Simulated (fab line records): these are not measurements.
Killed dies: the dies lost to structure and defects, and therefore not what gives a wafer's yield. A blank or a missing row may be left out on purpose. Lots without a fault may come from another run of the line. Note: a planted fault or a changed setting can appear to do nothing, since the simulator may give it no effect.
Chamber matching :: flow rit-cmos :: RIT_ACTIVE_ETCH_13 on rie-diel-03 has 4 sister chambers
The step etches Si3N4 in SF6, stops on SiO2, time 210 s, target depth 210 nm. 4 wafers are shown with their chamber, then 7 later ones without.

## WAFERS WITH THEIR CHAMBER
wafer: L571.5
chamber: 3
throttle-valve-pct (%): 7.62

wafer: L584.4
chamber: 2
throttle-valve-pct (%): 7.61

wafer: L584.6
chamber: 1
throttle-valve-pct (%): 7.32

wafer: L585.5
chamber: 0
throttle-valve-pct (%): 7.50

## WAFERS WITHOUT THEIR CHAMBER
wafer: L585.6
throttle-valve-pct (%): 7.63

wafer: L587.1
throttle-valve-pct (%): 7.50

wafer: L587.4
throttle-valve-pct (%): 7.64

wafer: L587.6
throttle-valve-pct (%): 7.61

wafer: L589.4
throttle-valve-pct (%): 7.63

wafer: L589.5
throttle-valve-pct (%): 7.50

wafer: L589.6
throttle-valve-pct (%): 7.63

## WHICH CHAMBER EACH WENT THROUGH
wafer: L585.6
from the rows above: can't be placed: 3 or 2
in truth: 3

wafer: L587.1
from the rows above: 0
in truth: 0

wafer: L587.4
from the rows above: can't be placed: 3 or 2
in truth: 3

wafer: L587.6
from the rows above: can't be placed: 2 or 3
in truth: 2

wafer: L589.4
from the rows above: can't be placed: 3 or 2
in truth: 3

wafer: L589.5
from the rows above: 0
in truth: 0

wafer: L589.6
from the rows above: can't be placed: 3 or 2
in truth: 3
2 of 7 placed correctly. From these rows, 5 cannot be placed; in 5 the true chamber is one of the candidates. 0 placed wrongly.
How it was worked out, from the rows above alone: a wafer's distance from a chamber is the root of the sum, over the readings, of the square of ((its reading less the chamber's mean) divided by the reading's scatter). The wafer belongs to the nearest chamber; if the next one is less than 2 further off, it can't be placed. For every chamber, the mean is computed from those of its wafers that are shown. The scatter (one wafer shown for each chamber): square how far every hidden wafer sits from the nearest shown wafer, average those squares and take the square root.
